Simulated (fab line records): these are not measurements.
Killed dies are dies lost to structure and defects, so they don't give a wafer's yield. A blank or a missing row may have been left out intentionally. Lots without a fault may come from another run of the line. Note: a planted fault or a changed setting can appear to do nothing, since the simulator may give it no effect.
Which tool was responsible? + flow ritCmos + 14 lots (42 wafers sampled), 1 step of a 202-step route

== WHAT EACH GAUGE READ, for each wafer ==
The record holds no reading of a measuring or inspecting step that can be judged against a usual standard deviation.

== EACH LOT AND THE TOOL THAT RAN IT (in order: tool; ch and the chambers of the sampled wafers; start) ==
| lot  | RIT_ACTIVE_HARDBAKE_12          |
|------|---------------------------------|
| L705 | lithoTrack-04 ch 0, day 1 16:24 |
| L706 | lithoTrack-04 ch 0, day 1 19:40 |
| L709 | lithoTrack-01 ch 0, day 2 10:41 |
| L710 | lithoTrack-01 ch 0, day 2 16:06 |
| L713 | lithoTrack-03 ch 0, day 3 07:02 |
| L714 | lithoTrack-03 ch 0, day 3 11:34 |
| L715 | lithoTrack-04 ch 0, day 3 16:41 |
| L717 | lithoTrack-03 ch 0, day 4 02:43 |
| L718 | lithoTrack-04 ch 0, day 4 08:25 |
| L722 | lithoTrack-03 ch 0, day 5 04:19 |
| L725 | lithoTrack-04 ch 0, day 5 18:47 |
| L726 | lithoTrack-01 ch 0, day 5 23:43 |
| L727 | lithoTrack-01 ch 0, day 6 04:47 |
| L728 | lithoTrack-04 ch 0, day 6 09:34 |
- RIT_ACTIVE_HARDBAKE_12: time 60 s.

== AS READ BY THE TOOLS THEMSELVES (means over the sampled wafers that have a number; for cases with no such wafer, the mark the record gives instead) ==
RIT_ACTIVE_HARDBAKE_12.
| lot  | tool          | heaterPowerTotalW (W) | plateTempC (C) |
|------|---------------|-----------------------|----------------|
| L705 | lithoTrack-04 | 62.53                 | 140.07         |
| L706 | lithoTrack-04 | 62.57                 | 140.08         |
| L709 | lithoTrack-01 | 62.58                 | 139.85         |
| L710 | lithoTrack-01 | 62.54                 | 140.21         |
| L713 | lithoTrack-03 | 62.57                 | 139.92         |
| L714 | lithoTrack-03 | 62.53                 | 140.08         |
| L715 | lithoTrack-04 | 62.56                 | 139.86         |
| L717 | lithoTrack-03 | 64.40                 | 143.33         |
| L718 | lithoTrack-04 | 62.53                 | 139.92         |
| L722 | lithoTrack-03 | 64.38                 | 142.99         |
| L725 | lithoTrack-04 | 62.60                 | 139.91         |
| L726 | lithoTrack-01 | 62.52                 | 139.93         |
| L727 | lithoTrack-01 | 62.55                 | 140.09         |
| L728 | lithoTrack-04 | 62.54                 | 140.05         |

== THE ANSWER, worked out from the rows above alone ==
Rule: what is usual is taken from the lots themselves. Put in order of their means at a reading, lots are off if they are a third of the lots or fewer, leave a main group of 4 or more, and stand apart from it by a gap of 3 or more times the standard deviation of the main group's means; of several such gaps the widest counts. The tables above print the reading to a certain number of digits; a main group whose means all agree to those digits is not used. A lot without any number at a reading at which 4 lots or more have one is off too. The other lots that the step has rows for count as sound. After the gauges, taken in route order, come the tools' own readings; for these a lot's mean is taken, as printed above. At the first step where some lot is off, the reading lying furthest off is the one used; lots without a number count as furthest.
Off: L717, L722, at RIT_ACTIVE_HARDBAKE_12 (heaterPowerTotalW). Main group: mean 62.55 W, sd 0.023.
A tool fits if, at that step or a process step before it, it ran every lot that is off, and no sound lot after the first of them. One fits: lithoTrack-03 at RIT_ACTIVE_HARDBAKE_12. Its last sound lot is L714 (day 3 11:34), its first lot that is off L717 (day 4 02:43): a fault that began between those two fits.
The tool's own readings at RIT_ACTIVE_HARDBAKE_12 bear it out: on the lots that are off they differ by more than 5 times the standard deviation of the sound lots' means. heaterPowerTotalW reads 64.39 W there against 62.55 W on the sound lots; plateTempC reads 143.16 C there against 140.00 C on the sound lots.

== WHAT THE SIMULATOR HAD INSERTED ==
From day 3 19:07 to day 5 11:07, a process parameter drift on lithoTrack-03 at RIT_ACTIVE_HARDBAKE_12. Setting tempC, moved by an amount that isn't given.
Shown lots that were struck: L717, L722. The rule above found the same.
